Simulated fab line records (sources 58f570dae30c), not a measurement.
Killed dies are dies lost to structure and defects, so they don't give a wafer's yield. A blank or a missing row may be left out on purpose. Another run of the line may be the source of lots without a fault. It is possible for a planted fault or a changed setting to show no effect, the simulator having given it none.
The tool behind it: which one? || flow berkeleyCmos170 || 14 lots, 42 wafers sampled, at 5 steps of a route of 331

WHAT THE GAUGES SHOWED, per wafer
UCB170_PVT_TW_MEAS_09.
{"lot": "L343", "measured": "day 7 02:59", "on": "filmMetro-04", "PVT_TW": "515 517 515"}
{"lot": "L344", "measured": "day 7 06:47", "on": "filmMetro-03", "PVT_TW": "512 510 513"}
{"lot": "L346", "measured": "day 7 03:14", "on": "filmMetro-02", "PVT_TW": "499 501 499"}
{"lot": "L347", "measured": "day 7 15:51", "on": "filmMetro-04", "PVT_TW": "513 512 513"}
{"lot": "L349", "measured": "day 7 11:02", "on": "filmMetro-02", "PVT_TW": "498 502 501"}
{"lot": "L351", "measured": "day 8 00:11", "on": "filmMetro-02", "PVT_TW": "505 504 503"}
{"lot": "L350", "measured": "day 8 00:49", "on": "filmMetro-02", "PVT_TW": "502 504 503"}
{"lot": "L354", "measured": "day 8 10:25", "on": "filmMetro-03", "PVT_TW": "512 510 512"}
{"lot": "L355", "measured": "day 9 02:15", "on": "filmMetro-04", "PVT_TW": "469 471 472"}
{"lot": "L356", "measured": "day 9 02:25", "on": "filmMetro-04", "PVT_TW": "507 507 507"}
{"lot": "L357", "measured": "day 9 01:40", "on": "filmMetro-04", "PVT_TW": "471 470 467"}
{"lot": "L358", "measured": "day 9 01:56", "on": "filmMetro-02", "PVT_TW": "505 505 501"}
{"lot": "L364", "measured": "day 10 23:15", "on": "filmMetro-02", "PVT_TW": "501 501 502"}
{"lot": "L365", "measured": "day 10 22:52", "on": "filmMetro-04", "PVT_TW": "507 509 508"}

UCB170_M1_OVL_MEAS_10.
{"lot": "L343", "measured": "day 8 19:47", "on": "overlay-01", "M1_OVL (nm)": "4 -5 3"}
{"lot": "L344", "measured": "day 8 20:20", "on": "overlay-01", "M1_OVL (nm)": "-5 -2 6"}
{"lot": "L346", "measured": "day 8 18:50", "on": "overlay-02", "M1_OVL (nm)": "8 2 2"}
{"lot": "L347", "measured": "day 9 12:25", "on": "overlay-01", "M1_OVL (nm)": "-3 -2 -2"}
{"lot": "L349", "measured": "day 9 05:41", "on": "overlay-01", "M1_OVL (nm)": "2 3 1"}
{"lot": "L351", "measured": "day 9 12:48", "on": "overlay-02", "M1_OVL (nm)": "8 17 7"}
{"lot": "L350", "measured": "day 9 14:40", "on": "overlay-01", "M1_OVL (nm)": "2 5 0"}
{"lot": "L354", "measured": "day 10 02:41", "on": "overlay-01", "M1_OVL (nm)": "0 -7 8"}
{"lot": "L355", "measured": "day 10 11:42", "on": "overlay-01", "M1_OVL (nm)": "1 0 -1"}
{"lot": "L356", "measured": "day 10 15:32", "on": "overlay-01", "M1_OVL (nm)": "-14 0 -4"}
{"lot": "L357", "measured": "day 10 14:56", "on": "overlay-01", "M1_OVL (nm)": "-4 -1 -5"}
{"lot": "L358", "measured": "day 10 15:16", "on": "overlay-01", "M1_OVL (nm)": "8 -2 -4"}
{"lot": "L364", "measured": "day 12 12:41", "on": "overlay-01", "M1_OVL (nm)": "2 8 7"}
{"lot": "L365", "measured": "day 12 14:05", "on": "overlay-02", "M1_OVL (nm)": "2 5 1"}

WHICH TOOL RAN EACH LOT (tool, then ch and the chambers of the sampled wafers, then the start)
{"lot": "L343", "UCB170_ZERO_STRIP_07": "plasmaAsher-01 ch 0,1, day 1 22:23", "UCB170_PWELL_STRIP_16": "plasmaAsher-02 ch 0,1, day 3 14:16", "UCB170_PVT_IMPLANT_07": "implanter-01 ch 0, day 7 02:47"}
{"lot": "L344", "UCB170_ZERO_STRIP_07": "plasmaAsher-01 ch 0,1, day 2 04:46", "UCB170_PWELL_STRIP_16": "plasmaAsher-04 ch 0,1, day 3 21:34", "UCB170_PVT_IMPLANT_07": "implanter-02 ch 0, day 7 06:32"}
{"lot": "L346", "UCB170_ZERO_STRIP_07": "plasmaAsher-03 ch 0,1, day 2 09:57", "UCB170_PWELL_STRIP_16": "plasmaAsher-02 ch 0,1, day 4 00:09", "UCB170_PVT_IMPLANT_07": "implanter-02 ch 0, day 7 03:00"}
{"lot": "L347", "UCB170_ZERO_STRIP_07": "plasmaAsher-03 ch 0,1, day 2 20:00", "UCB170_PWELL_STRIP_16": "plasmaAsher-02 ch 0,1, day 4 15:00", "UCB170_PVT_IMPLANT_07": "implanter-01 ch 0, day 7 15:37"}
{"lot": "L349", "UCB170_ZERO_STRIP_07": "plasmaAsher-02 ch 0,1, day 3 05:20", "UCB170_PWELL_STRIP_16": "plasmaAsher-03 ch 0,1, day 4 18:16", "UCB170_PVT_IMPLANT_07": "implanter-01 ch 0, day 7 10:47"}
{"lot": "L351", "UCB170_ZERO_STRIP_07": "plasmaAsher-01 ch 0,1, day 3 14:36", "UCB170_PWELL_STRIP_16": "plasmaAsher-03 ch 0,1, day 5 02:02", "UCB170_PVT_IMPLANT_07": "implanter-04 ch 0, day 7 23:56"}
{"lot": "L350", "UCB170_ZERO_STRIP_07": "plasmaAsher-02 ch 0,1, day 3 14:56", "UCB170_PWELL_STRIP_16": "plasmaAsher-04 ch 0,1, day 5 01:48", "UCB170_PVT_IMPLANT_07": "implanter-02 ch 0, day 8 00:36"}
{"lot": "L354", "UCB170_ZERO_STRIP_07": "plasmaAsher-02 ch 0,1, day 4 04:10", "UCB170_PWELL_STRIP_16": "plasmaAsher-02 ch 0,1, day 5 13:52", "UCB170_PVT_IMPLANT_07": "implanter-04 ch 0, day 8 10:13"}
{"lot": "L355", "UCB170_ZERO_STRIP_07": "plasmaAsher-03 ch 0,1, day 4 10:29", "UCB170_PWELL_STRIP_16": "plasmaAsher-03 ch 0,1, day 6 02:46", "UCB170_PVT_IMPLANT_07": "implanter-01 ch 0, day 9 01:59"}
{"lot": "L356", "UCB170_ZERO_STRIP_07": "plasmaAsher-01 ch 0,1, day 4 16:51", "UCB170_PWELL_STRIP_16": "plasmaAsher-02 ch 0,1, day 6 02:56", "UCB170_PVT_IMPLANT_07": "implanter-02 ch 0, day 9 02:10"}
{"lot": "L357", "UCB170_ZERO_STRIP_07": "plasmaAsher-03 ch 0,1, day 4 22:24", "UCB170_PWELL_STRIP_16": "plasmaAsher-02 ch 1, day 6 08:25", "UCB170_PVT_IMPLANT_07": "implanter-01 ch 0, day 9 01:26"}
{"lot": "L358", "UCB170_ZERO_STRIP_07": "plasmaAsher-02 ch 0,1, day 4 22:40", "UCB170_PWELL_STRIP_16": "plasmaAsher-04 ch 0, day 6 08:26", "UCB170_PVT_IMPLANT_07": "implanter-04 ch 0, day 9 01:41"}
{"lot": "L364", "UCB170_ZERO_STRIP_07": "plasmaAsher-03 ch 1, day 6 08:15", "UCB170_PWELL_STRIP_16": "plasmaAsher-02 ch 0,1, day 8 00:35", "UCB170_PVT_IMPLANT_07": "implanter-02 ch 0, day 10 23:01"}
{"lot": "L365", "UCB170_ZERO_STRIP_07": "plasmaAsher-02 ch 0,1, day 6 14:17", "UCB170_PWELL_STRIP_16": "plasmaAsher-02 ch 0,1, day 8 00:46", "UCB170_PVT_IMPLANT_07": "implanter-04 ch 0, day 10 22:38"}
- UCB170_ZERO_STRIP_07: strips in O2.
- UCB170_PWELL_STRIP_16: strips in O2.
- UCB170_PVT_IMPLANT_07

WHAT THE TOOLS THEMSELVES READ (means of the sampled wafers that have a number; where no wafer has one, the mark that the record gives instead)
UCB170_ZERO_STRIP_07.
{"lot": "L343", "tool": "plasmaAsher-01", "drypumpMotorCurrentA (A)": 6.1, "oesProductAu (a.u.)": 0.728, "stripTimeToEndpointS (s)": 21.47}
{"lot": "L344", "tool": "plasmaAsher-01", "drypumpMotorCurrentA (A)": 6.2, "oesProductAu (a.u.)": 0.729, "stripTimeToEndpointS (s)": 21.50}
{"lot": "L346", "tool": "plasmaAsher-03", "drypumpMotorCurrentA (A)": 5.6, "oesProductAu (a.u.)": 0.725, "stripTimeToEndpointS (s)": 21.44}
{"lot": "L347", "tool": "plasmaAsher-03", "drypumpMotorCurrentA (A)": 5.6, "oesProductAu (a.u.)": 0.729, "stripTimeToEndpointS (s)": 21.48}
{"lot": "L349", "tool": "plasmaAsher-02", "drypumpMotorCurrentA (A)": 6.2, "oesProductAu (a.u.)": 0.726, "stripTimeToEndpointS (s)": 21.47}
{"lot": "L351", "tool": "plasmaAsher-01", "drypumpMotorCurrentA (A)": 6.1, "oesProductAu (a.u.)": 0.725, "stripTimeToEndpointS (s)": 21.50}
{"lot": "L350", "tool": "plasmaAsher-02", "drypumpMotorCurrentA (A)": 6.2, "oesProductAu (a.u.)": 0.723, "stripTimeToEndpointS (s)": 21.46}
{"lot": "L354", "tool": "plasmaAsher-02", "drypumpMotorCurrentA (A)": 6.3, "oesProductAu (a.u.)": 0.729, "stripTimeToEndpointS (s)": 21.39}
{"lot": "L355", "tool": "plasmaAsher-03", "drypumpMotorCurrentA (A)": 5.6, "oesProductAu (a.u.)": 0.729, "stripTimeToEndpointS (s)": 21.39}
{"lot": "L356", "tool": "plasmaAsher-01", "drypumpMotorCurrentA (A)": 6.2, "oesProductAu (a.u.)": 0.726, "stripTimeToEndpointS (s)": 21.47}
{"lot": "L357", "tool": "plasmaAsher-03", "drypumpMotorCurrentA (A)": 6.0, "oesProductAu (a.u.)": 0.728, "stripTimeToEndpointS (s)": 21.38}
{"lot": "L358", "tool": "plasmaAsher-02", "drypumpMotorCurrentA (A)": 6.3, "oesProductAu (a.u.)": 0.727, "stripTimeToEndpointS (s)": 21.44}
{"lot": "L364", "tool": "plasmaAsher-03", "drypumpMotorCurrentA (A)": 6.4, "oesProductAu (a.u.)": 0.724, "stripTimeToEndpointS (s)": 21.46}
{"lot": "L365", "tool": "plasmaAsher-02", "drypumpMotorCurrentA (A)": 6.2, "oesProductAu (a.u.)": 0.727, "stripTimeToEndpointS (s)": 21.42}

UCB170_PWELL_STRIP_16.
{"lot": "L343", "tool": "plasmaAsher-02", "drypumpMotorCurrentA (A)": 6.3, "oesProductAu (a.u.)": 0.721, "stripTimeToEndpointS (s)": 18.05}
{"lot": "L344", "tool": "plasmaAsher-04", "drypumpMotorCurrentA (A)": 5.5, "oesProductAu (a.u.)": 0.721, "stripTimeToEndpointS (s)": 17.93}
{"lot": "L346", "tool": "plasmaAsher-02", "drypumpMotorCurrentA (A)": 6.3, "oesProductAu (a.u.)": 0.721, "stripTimeToEndpointS (s)": 18.05}
{"lot": "L347", "tool": "plasmaAsher-02", "drypumpMotorCurrentA (A)": 6.2, "oesProductAu (a.u.)": 0.717, "stripTimeToEndpointS (s)": 18.05}
{"lot": "L349", "tool": "plasmaAsher-03", "drypumpMotorCurrentA (A)": 6.0, "oesProductAu (a.u.)": 0.720, "stripTimeToEndpointS (s)": 18.13}
{"lot": "L351", "tool": "plasmaAsher-03", "drypumpMotorCurrentA (A)": 6.0, "oesProductAu (a.u.)": 0.720, "stripTimeToEndpointS (s)": 18.05}
{"lot": "L350", "tool": "plasmaAsher-04", "drypumpMotorCurrentA (A)": 5.5, "oesProductAu (a.u.)": 0.720, "stripTimeToEndpointS (s)": 18.16}
{"lot": "L354", "tool": "plasmaAsher-02", "drypumpMotorCurrentA (A)": 6.3, "oesProductAu (a.u.)": 0.723, "stripTimeToEndpointS (s)": 18.08}
{"lot": "L355", "tool": "plasmaAsher-03", "drypumpMotorCurrentA (A)": 6.0, "oesProductAu (a.u.)": 0.723, "stripTimeToEndpointS (s)": 18.07}
{"lot": "L356", "tool": "plasmaAsher-02", "drypumpMotorCurrentA (A)": 6.3, "oesProductAu (a.u.)": 0.720, "stripTimeToEndpointS (s)": 18.12}
{"lot": "L357", "tool": "plasmaAsher-02", "drypumpMotorCurrentA (A)": 6.3, "oesProductAu (a.u.)": 0.719, "stripTimeToEndpointS (s)": 18.12}
{"lot": "L358", "tool": "plasmaAsher-04", "drypumpMotorCurrentA (A)": 5.6, "oesProductAu (a.u.)": 0.721, "stripTimeToEndpointS (s)": 17.93}
{"lot": "L364", "tool": "plasmaAsher-02", "drypumpMotorCurrentA (A)": 6.3, "oesProductAu (a.u.)": 0.720, "stripTimeToEndpointS (s)": 18.05}
{"lot": "L365", "tool": "plasmaAsher-02", "drypumpMotorCurrentA (A)": 6.3, "oesProductAu (a.u.)": 0.717, "stripTimeToEndpointS (s)": 18.02}

UCB170_PVT_IMPLANT_07.
{"lot": "L343", "tool": "implanter-01", "beamOnS (s)": 10.09, "faradayCurrentUA": 6.28}
{"lot": "L344", "tool": "implanter-02", "beamOnS (s)": 10.09, "faradayCurrentUA": 6.29}
{"lot": "L346", "tool": "implanter-02", "beamOnS (s)": 9.84, "faradayCurrentUA": 6.43}
{"lot": "L347", "tool": "implanter-01", "beamOnS (s)": 10.13, "faradayCurrentUA": 6.28}
{"lot": "L349", "tool": "implanter-01", "beamOnS (s)": 9.99, "faradayCurrentUA": 6.36}
{"lot": "L351", "tool": "implanter-04", "beamOnS (s)": 10.01, "faradayCurrentUA": 6.33}
{"lot": "L350", "tool": "implanter-02", "beamOnS (s)": 10.14, "faradayCurrentUA": 6.26}
{"lot": "L354", "tool": "implanter-04", "beamOnS (s)": 10.05, "faradayCurrentUA": 6.29}
{"lot": "L355", "tool": "implanter-01", "beamOnS (s)": 7.52, "faradayCurrentUA": 8.42}
{"lot": "L356", "tool": "implanter-02", "beamOnS (s)": 10.04, "faradayCurrentUA": 6.34}
{"lot": "L357", "tool": "implanter-01", "beamOnS (s)": 7.65, "faradayCurrentUA": 8.30}
{"lot": "L358", "tool": "implanter-04", "beamOnS (s)": 9.83, "faradayCurrentUA": 6.46}
{"lot": "L364", "tool": "implanter-02", "beamOnS (s)": 10.03, "faradayCurrentUA": 6.31}
{"lot": "L365", "tool": "implanter-04", "beamOnS (s)": 9.99, "faradayCurrentUA": 6.34}

THE ANSWER, worked out from the rows above alone
Rule: usual is defined by the lots themselves. Put in order of their means at a reading, lots are off if they are a third of the lots or fewer, leave a main group of 4 or more, and stand apart from it by a gap of 3 or more times the standard deviation of the main group's means; of several such gaps the widest counts. A main group whose means are all the same, to the digits that the tables above print for the reading, isn't used. Also off: a lot with no number at a reading for which 4 or more lots have one. The other lots that the step has rows for count as sound. Order of review: gauges by route order, followed by the tools' own readings, for which a lot's mean as printed above is used. At the first step where some lot is off, the reading lying furthest off is the one used; lots without a number count as furthest.
Off: at UCB170_PVT_TW_MEAS_09 (PVT_TW), L355, L357. The main group has a mean of 507 with a standard deviation of 5.1.
A tool fits if, at a process step before that reading, it ran every lot that is off, and no sound lot after the first of them. Not tried: the gauges at UCB170_PVT_TW_MEAS_09; whatever is off there is also off at UCB170_PVT_IMPLANT_07, on other tools, and gauge error can't account for it. One candidate fits, namely implanter-01 at UCB170_PVT_IMPLANT_07. Its last sound lot is L347 (day 7 15:37), its first lot that is off L357 (day 9 01:26): a fault that began between those two fits.
The tool's own readings at UCB170_PVT_IMPLANT_07 bear it out: on the lots that are off they differ by more than 5 times the standard deviation of the sound lots' means. beamOnS reads 7.58 s there against 10.02 s on the sound lots; faradayCurrentUA reads 8.36 there against 6.33 on the sound lots.

WHAT HAD BEEN PUT IN BY THE SIMULATOR
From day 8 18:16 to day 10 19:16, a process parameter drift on implanter-01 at UCB170_PVT_IMPLANT_07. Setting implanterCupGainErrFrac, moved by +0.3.
Struck lots among those shown: L357, L355. The rule above reached the same finding.
